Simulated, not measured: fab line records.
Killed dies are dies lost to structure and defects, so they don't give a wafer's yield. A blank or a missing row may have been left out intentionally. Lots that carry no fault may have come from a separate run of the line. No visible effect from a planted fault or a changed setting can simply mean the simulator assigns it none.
A lot that was struck, set against a sound lot -- flow berkeleyCmos170 -- 16 steps out of a route of 331
Sound: the wafers L414.1, L414.2, L414.6. Struck: wafer L405.5 (left out: L405.4, L405.6 of the same lot, which were not struck); the cause appears at the end.
Each step with rows lists, per side, the tool, then ch with its chambers, then its first start. Under that, the readings that differ: sound wafers -- struck wafers -- difference of the means -- sigmas: that difference in standard deviations of wafers without a fault.
alike: a reading whose means differ by less than 2 such deviations, as well as words and numbers matching on both sides. not compared: withheld readings; readings where some wafer has no value; bounds like >300 that might hide an equal value; numbers whose values overlap and for which the record gives no deviation.
The two part at a step that has a row with sigmas, a row that says differs or no value, or rows on one side only. Numbers that don't overlap but have no deviation are shown without sigmas and don't part them. A reading missing from all wafers of one side parts the sides only when that side holds two or more wafers.

UCB170_V1_CMP_02: polishes SiO2.
  sound on cmp-02 ch 1,2,3, day 11 03:04; struck on cmp-02 ch 1, day 9 05:04
  alike: motorCurrentA, slurryFlowMlMin
UCB170_V1_BOW_MEAS_03:
  sound: filmMetro-02 at day 11 03:16; struck: filmMetro-03 at day 9 05:25
  alike: V1_BOW
UCB170_V1_THK_MEAS_04:
  sound: filmMetro-02 at day 11 03:23; struck: filmMetro-03 at day 9 05:31
  alike: V1_POLISHED_THK
then, 7 steps without rows for these wafers: UCB170_V1_CLEAN_05 (cleans in DIW); UCB170_V1_HMDS_06 (prime time 60 s); UCB170_V1_COAT_07 (resist thk 900 nm); UCB170_V1_SOFTBAKE_08 (time 60 s); UCB170_V1_EXPOSE_09 (exposes mask VIA1, target cd 700 nm); UCB170_V1_PEB_10; UCB170_V1_DEVELOP_11 (develop time 45 s).
UCB170_V1_CD_MEAS_12 targets a cd of 700 nm.
  sound: cdSem-01 at day 11 06:41; struck: cdSem-01 at day 9 06:46
  alike: cdNm
UCB170_V1_OVL_MEAS_13:
  sound: overlay-01 at day 11 06:49; struck: overlay-01 at day 9 06:51
  alike: V1_OVL
UCB170_V1_ETCH_14: etches SiO2 in CHF3/CF4/Ar, stops on Al, target depth 1250 nm, time 291 s.
  sound on rieDiel-02 ch 0,2, day 11 06:51; struck on rieDiel-04 ch 1, day 9 06:52
reading,sound,struck,difference,sigmas
oesProductAu (a.u.),0.846 0.866 0.846,0.739,-0.114,-8
model.V1.featureDepthNm (nm),1000 1002 999.1,775.9,-224.5,
model.etch.depthNm (nm),1000 1001 999.1,775.9,-224.1,
model.KrF_of_V1_COAT_07.thkNm (nm),613.1 605.3 609.6,721.1,+111.8,
  alike: drypumpMotorCurrentA, throttleValvePct
  not compared: rfHoursCounterH
UCB170_V1_STRIP_15: strips in O2.
  sound on plasmaAsher-04 ch 0,1, day 11 07:02; struck on plasmaAsher-02 ch 1, day 9 07:05
reading,sound,struck,difference,sigmas
stripTimeToEndpointS (s),15.40 15.20 15.31,17.89,+2.59,+20
  alike: drypumpMotorCurrentA, oesProductAu
  not compared: rfHoursCounterH
UCB170_V1_CD_MEAS_90 targets a cd of 700 nm.
  sound: cdSem-01 at day 11 07:08; struck: cdSem-01 at day 9 07:12
  alike: cdNm
then, 1 step without rows for these wafers: UCB170_M2_PRE_CLEAN_00 (preclean etch time 60 s).

## WHERE THEY PART
First at UCB170_V1_ETCH_14; last, within this record, at UCB170_V1_STRIP_15. Later steps at which nothing parts them and some readings are alike: UCB170_V1_CD_MEAS_90.

WHY: the cause the simulator had injected
rieDiel-04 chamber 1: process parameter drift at UCB170_V1_ETCH_14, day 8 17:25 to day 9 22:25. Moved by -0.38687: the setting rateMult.
